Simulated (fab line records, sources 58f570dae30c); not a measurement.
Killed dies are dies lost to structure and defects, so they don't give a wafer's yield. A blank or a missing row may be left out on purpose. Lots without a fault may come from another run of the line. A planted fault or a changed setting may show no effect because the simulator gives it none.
Which tool did it? | flow berkeley_cmos170 | 14 lots, 42 wafers sampled, at 5 steps of a route of 331

WHAT THE GAUGES READ, wafer by wafer
UCB170_SDANNEAL_RS_MEAS_03: measures by four-point-probe. Usual: NSD_RS 37.26 ohm/sq, standard deviation 0.1.
lot  | measured     | on            | NSD_RS (ohm/sq)   | flag
L118 | day 6 19:18  | film_metro-03 | 37.18 37.20 37.18 |
L119 | day 7 01:49  | film_metro-03 | 37.29 37.32 37.26 |
L122 | day 7 15:25  | film_metro-03 | 37.23 37.30 37.27 |
L120 | day 7 19:50  | film_metro-03 | 37.27 37.21 37.33 |
L123 | day 7 22:19  | film_metro-03 | 37.40 37.27 37.26 |
L124 | day 7 22:34  | film_metro-01 | 37.24 37.31 37.34 |
L127 | day 8 16:25  | film_metro-04 | 37.20 37.18 37.10 |
L126 | day 8 17:35  | film_metro-04 | 37.18 37.23 37.19 |
L125 | day 8 17:24  | film_metro-03 | 37.31 37.36 37.28 |
L128 | day 8 21:19  | film_metro-04 | 37.26 37.28 37.36 |
L133 | day 9 21:47  | film_metro-03 | 37.14 37.12 37.18 |
L136 | day 10 09:34 | film_metro-03 | 37.20 37.19 37.23 |
L141 | day 11 20:52 | film_metro-01 | 37.29 37.34 37.33 |
L140 | day 11 21:13 | film_metro-04 | 37.25 37.31 37.24 |

UCB170_CONTACT_OVL_MEAS_16. Usual: CONTACT_OVL 2 nm, standard deviation 5.3.
lot  | measured     | on         | CONTACT_OVL (nm) | flag
L118 | day 7 01:52  | overlay-02 | -2 2 7           |
L119 | day 7 07:05  | overlay-02 | 6 5 10           |
L122 | day 7 20:07  | overlay-02 | -2 5 6           |
L120 | day 8 00:42  | overlay-01 | -7 -4 -3         |
L123 | day 8 07:29  | overlay-01 | 0 -4 1           |
L124 | day 8 06:59  | overlay-02 | 8 0 -9           |
L127 | day 8 22:35  | overlay-02 | 1 1 6            |
L126 | day 8 23:55  | overlay-02 | 1 -2 -2          |
L125 | day 9 00:28  | overlay-02 | 9 6 -2           |
L128 | day 9 01:53  | overlay-01 | 2 0 3            |
L133 | day 10 02:43 | overlay-01 | -115 -128 -117   | OFF
L136 | day 10 16:24 | overlay-01 | -134 -129 -131   | OFF
L141 | day 12 04:07 | overlay-02 | -2 -2 -1         |
L140 | day 12 03:50 | overlay-02 | -3 -2 -6         |

UCB170_CONTACT_CD_MEAS_90: target cd 700 nm. Usual: cd_nm 700.6 nm, standard deviation 1.8.
lot  | measured     | on        | cd_nm (nm)        | flag
L118 | day 7 02:11  | cd_sem-02 | 701.3 700.0 699.8 |
L119 | day 7 07:25  | cd_sem-02 | 698.2 698.1 696.9 |
L122 | day 7 20:25  | cd_sem-02 | 699.6 698.6 700.5 |
L120 | day 8 01:01  | cd_sem-02 | 702.6 701.1 702.9 |
L123 | day 8 07:50  | cd_sem-02 | 701.0 703.7 703.4 |
L124 | day 8 07:17  | cd_sem-01 | 702.0 698.9 700.9 |
L127 | day 8 22:53  | cd_sem-02 | 700.7 700.6 700.5 |
L126 | day 9 00:14  | cd_sem-01 | 701.2 701.4 701.3 |
L125 | day 9 00:47  | cd_sem-02 | 700.2 698.6 699.8 |
L128 | day 9 02:16  | cd_sem-02 | 700.5 702.6 699.7 |
L133 | day 10 03:03 | cd_sem-02 | 701.9 701.8 701.4 |
L136 | day 10 16:43 | cd_sem-02 | 701.4 702.0 702.8 |
L141 | day 12 04:31 | cd_sem-01 | 703.3 702.9 701.6 |
L140 | day 12 04:10 | cd_sem-01 | 696.8 697.5 698.4 |

WHICH TOOL RAN EACH LOT (tool, then ch and the chambers of the sampled wafers, then the start)
lot  | UCB170_NLDD_STRIP_10                 | UCB170_CONTACT_EXPOSE_12
L118 | plasma_asher-03 ch 0,1, day 6 08:07  | krf_scanner-01 ch 0, day 7 01:23
L119 | plasma_asher-01 ch 0,1, day 6 16:08  | krf_scanner-02 ch 0, day 7 06:36
L122 | plasma_asher-01 ch 1, day 7 06:11    | krf_scanner-01 ch 0, day 7 19:36
L120 | plasma_asher-02 ch 0,1, day 7 09:50  | krf_scanner-01 ch 0, day 8 00:11
L123 | plasma_asher-02 ch 0,1, day 7 12:06  | krf_scanner-02 ch 0, day 8 07:01
L124 | plasma_asher-01 ch 0,1, day 7 12:41  | krf_scanner-02 ch 0, day 8 06:28
L127 | plasma_asher-01 ch 0,1, day 8 05:01  | krf_scanner-01 ch 0, day 8 22:05
L126 | plasma_asher-03 ch 0,1, day 8 05:18  | krf_scanner-01 ch 0, day 8 23:16
L125 | plasma_asher-02 ch 0, day 8 05:28    | krf_scanner-02 ch 0, day 8 23:50
L128 | plasma_asher-01 ch 0,1, day 8 12:17  | krf_scanner-02 ch 0, day 9 01:23
L133 | plasma_asher-03 ch 0,1, day 9 12:49  | krf_scanner-02 ch 0, day 10 02:14
L136 | plasma_asher-02 ch 0,1, day 10 00:45 | krf_scanner-02 ch 0, day 10 15:28
L141 | plasma_asher-01 ch 0,1, day 11 10:01 | krf_scanner-01 ch 0, day 12 02:42
L140 | plasma_asher-02 ch 0,1, day 11 10:08 | krf_scanner-01 ch 0, day 12 02:35
- UCB170_NLDD_STRIP_10: strips in O2.
- UCB170_CONTACT_EXPOSE_12: exposes mask CONT, target cd 700 nm.

WHAT THE TOOLS THEMSELVES READ (means of the sampled wafers that have a number; where no wafer has one, the mark that the record gives instead)
UCB170_NLDD_STRIP_10. Usual: drypump_motor_current_A 5.6 A, standard deviation 0.32; oes_product_au 0.734 a.u., standard deviation 0.0047; strip_time_to_endpoint_s 21.65 s, standard deviation 0.06.
lot  | tool            | drypump_motor_current_A (A) | oes_product_au (a.u.) | strip_time_to_endpoint_s (s) | flag
L118 | plasma_asher-03 | 5.9                         | 0.733                 | 21.66                        |
L119 | plasma_asher-01 | 5.2                         | 0.731                 | 21.68                        |
L122 | plasma_asher-01 | 5.0                         | 0.733                 | 21.65                        |
L120 | plasma_asher-02 | 5.7                         | 0.733                 | 21.61                        |
L123 | plasma_asher-02 | 5.7                         | 0.727                 | 21.63                        |
L124 | plasma_asher-01 | 5.2                         | 0.734                 | 21.66                        |
L127 | plasma_asher-01 | 5.1                         | 0.735                 | 21.74                        |
L126 | plasma_asher-03 | 5.8                         | 0.738                 | 21.67                        |
L125 | plasma_asher-02 | 5.5                         | 0.734                 | 21.53                        |
L128 | plasma_asher-01 | 5.2                         | 0.739                 | 21.69                        |
L133 | plasma_asher-03 | 5.8                         | 0.735                 | 21.60                        |
L136 | plasma_asher-02 | 5.7                         | 0.738                 | 21.66                        |
L141 | plasma_asher-01 | 5.2                         | 0.740                 | 21.60                        |
L140 | plasma_asher-02 | 5.6                         | 0.736                 | 21.59                        |

UCB170_CONTACT_EXPOSE_12. Usual: focus_offset_nm 0.0 nm, standard deviation 0.51.
lot  | tool           | focus_offset_nm (nm) | flag
L118 | krf_scanner-01 | 0.0                  |
L119 | krf_scanner-02 | -0.1                 |
L122 | krf_scanner-01 | 0.4                  |
L120 | krf_scanner-01 | 0.3                  |
L123 | krf_scanner-02 | -0.7                 |
L124 | krf_scanner-02 | 0.0                  |
L127 | krf_scanner-01 | 0.5                  |
L126 | krf_scanner-01 | 0.3                  |
L125 | krf_scanner-02 | -0.1                 |
L128 | krf_scanner-02 | -0.3                 |
L133 | krf_scanner-02 | -0.4                 |
L136 | krf_scanner-02 | 0.2                  |
L141 | krf_scanner-01 | 0.2                  |
L140 | krf_scanner-01 | -0.2                 |

THE ANSWER, worked out from the rows above alone
Rule: a lot is off if the mean of its wafers that have a number lies more than 3 standard deviations from the usual mean. A lot without any number at a reading at which 4 lots or more have one is off too. The other lots that the step has rows for count as sound. The gauges are gone through in route order, then the tools' own readings, and for those a lot's mean is taken as printed above. The first step at which some lot is off is used, and at that step the reading that is off furthest; a lot without a number counts as furthest.
Off: L133, L136, at UCB170_CONTACT_OVL_MEAS_16 (CONTACT_OVL).
A tool fits if, at a process step before that reading, it ran every lot that is off, and no sound lot after the first of them. The gauges at UCB170_CONTACT_OVL_MEAS_16 are tried like those tools. Can't be told from this: 2 tools fit, krf_scanner-02 at UCB170_CONTACT_EXPOSE_12, overlay-01 at UCB170_CONTACT_OVL_MEAS_16.

WHAT THE SIMULATOR HAD PUT IN
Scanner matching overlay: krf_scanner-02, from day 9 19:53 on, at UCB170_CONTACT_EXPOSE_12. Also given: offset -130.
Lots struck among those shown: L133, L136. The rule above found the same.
